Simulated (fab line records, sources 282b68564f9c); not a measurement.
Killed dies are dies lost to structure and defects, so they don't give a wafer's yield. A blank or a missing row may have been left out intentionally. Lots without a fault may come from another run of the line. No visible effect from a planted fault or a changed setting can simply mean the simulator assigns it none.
Which tool was responsible? || flow ritCmos || 33 wafers from 11 lots sampled at 2 of the route's 202 steps

WHAT THE GAUGES READ, wafer by wafer
RIT_PLDD_OVL_MEAS_06. Usual: for PLDD_OVL the level is 0.0 nm and the standard deviation is 1.1.
{"lot": "L995", "measured": "day 2 19:08", "on": "overlay-02", "PLDD_OVL (nm)": "0.6 1.8 0.9", "flag": ""}
{"lot": "L996", "measured": "day 3 00:37", "on": "overlay-02", "PLDD_OVL (nm)": "1.3 0.7 -0.5", "flag": ""}
{"lot": "L997", "measured": "day 3 04:36", "on": "overlay-01", "PLDD_OVL (nm)": "-0.3 -0.4 0.5", "flag": ""}
{"lot": "L999", "measured": "day 3 14:25", "on": "overlay-02", "PLDD_OVL (nm)": "-0.5 -0.8 -0.9", "flag": ""}
{"lot": "L104", "measured": "day 4 15:32", "on": "overlay-01", "PLDD_OVL (nm)": "4.8 4.8 3.1", "flag": "OFF"}
{"lot": "L105", "measured": "day 4 20:40", "on": "overlay-01", "PLDD_OVL (nm)": "3.5 4.3 4.8", "flag": "OFF"}
{"lot": "L106", "measured": "day 5 01:08", "on": "overlay-01", "PLDD_OVL (nm)": "-2.8 -1.6 -0.4", "flag": ""}
{"lot": "L108", "measured": "day 5 11:37", "on": "overlay-01", "PLDD_OVL (nm)": "-1.3 0.3 -0.3", "flag": ""}
{"lot": "L111", "measured": "day 6 02:32", "on": "overlay-02", "PLDD_OVL (nm)": "1.2 0.2 -1.3", "flag": ""}
{"lot": "L114", "measured": "day 6 17:34", "on": "overlay-02", "PLDD_OVL (nm)": "1.5 0.8 -1.3", "flag": ""}
{"lot": "L116", "measured": "day 7 04:10", "on": "overlay-01", "PLDD_OVL (nm)": "0.1 0.2 -0.7", "flag": ""}

WHAT TOOL EACH LOT RAN ON (gives the tool, then ch and the chambers of the sampled wafers, and finally the start)
{"lot": "L995", "RIT_PLDD_EXPOSE_03": "ilineStepper-01 ch 0, day 2 18:44"}
{"lot": "L996", "RIT_PLDD_EXPOSE_03": "ilineStepper-01 ch 0, day 3 00:13"}
{"lot": "L997", "RIT_PLDD_EXPOSE_03": "ilineStepper-01 ch 0, day 3 04:12"}
{"lot": "L999", "RIT_PLDD_EXPOSE_03": "ilineStepper-01 ch 0, day 3 14:01"}
{"lot": "L104", "RIT_PLDD_EXPOSE_03": "ilineStepper-02 ch 0, day 4 15:10"}
{"lot": "L105", "RIT_PLDD_EXPOSE_03": "ilineStepper-02 ch 0, day 4 20:16"}
{"lot": "L106", "RIT_PLDD_EXPOSE_03": "ilineStepper-01 ch 0, day 5 00:45"}
{"lot": "L108", "RIT_PLDD_EXPOSE_03": "ilineStepper-01 ch 0, day 5 11:15"}
{"lot": "L111", "RIT_PLDD_EXPOSE_03": "ilineStepper-01 ch 0, day 6 02:09"}
{"lot": "L114", "RIT_PLDD_EXPOSE_03": "ilineStepper-01 ch 0, day 6 17:10"}
{"lot": "L116", "RIT_PLDD_EXPOSE_03": "ilineStepper-01 ch 0, day 7 03:46"}
- RIT_PLDD_EXPOSE_03: exposes mask M8, target cd 40900 nm.

WHAT THE TOOLS THEMSELVES READ (means of the sampled wafers that have a number; where no wafer has one, the mark that the record gives instead)
RIT_PLDD_EXPOSE_03. Usual: stageVelMmS 499.98 mm/s, standard deviation 0.21.
{"lot": "L995", "tool": "ilineStepper-01", "stageVelMmS (mm/s)": 500.04, "flag": ""}
{"lot": "L996", "tool": "ilineStepper-01", "stageVelMmS (mm/s)": 499.80, "flag": ""}
{"lot": "L997", "tool": "ilineStepper-01", "stageVelMmS (mm/s)": 500.05, "flag": ""}
{"lot": "L999", "tool": "ilineStepper-01", "stageVelMmS (mm/s)": 499.86, "flag": ""}
{"lot": "L104", "tool": "ilineStepper-02", "stageVelMmS (mm/s)": 500.02, "flag": ""}
{"lot": "L105", "tool": "ilineStepper-02", "stageVelMmS (mm/s)": 499.93, "flag": ""}
{"lot": "L106", "tool": "ilineStepper-01", "stageVelMmS (mm/s)": 500.19, "flag": ""}
{"lot": "L108", "tool": "ilineStepper-01", "stageVelMmS (mm/s)": 499.75, "flag": ""}
{"lot": "L111", "tool": "ilineStepper-01", "stageVelMmS (mm/s)": 499.99, "flag": ""}
{"lot": "L114", "tool": "ilineStepper-01", "stageVelMmS (mm/s)": 500.03, "flag": ""}
{"lot": "L116", "tool": "ilineStepper-01", "stageVelMmS (mm/s)": 500.05, "flag": ""}

THE ANSWER, worked out from the rows above alone
Rule: a lot counts as off when the mean over its wafers that have a number is more than 3 standard deviations away from the usual mean. A lot without any number at a reading at which 4 lots or more have one is off too. Any other lot the step has rows for is counted as sound. The gauges are gone through in route order, then the tools' own readings, and for those a lot's mean is taken as printed above. At the first step where some lot is off, the reading lying furthest off is the one used; lots without a number count as furthest.
Off: L104, L105, seen at RIT_PLDD_OVL_MEAS_06 (PLDD_OVL).
A tool fits if, at a process step before that reading, it ran every lot that is off, and no sound lot after the first of them. Those tools and the gauges at RIT_PLDD_OVL_MEAS_06 are tried in the same way. One fits: RIT_PLDD_EXPOSE_03 on ilineStepper-02. It ran no sound lot before its first lot that is off in this sample, so the start can't be narrowed down.

WHAT THE SIMULATOR HAD INSERTED
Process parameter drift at RIT_PLDD_EXPOSE_03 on ilineStepper-02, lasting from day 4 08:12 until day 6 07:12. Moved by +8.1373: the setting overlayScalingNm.
Shown lots that were struck: L104, L105. The same result came from the rule above.
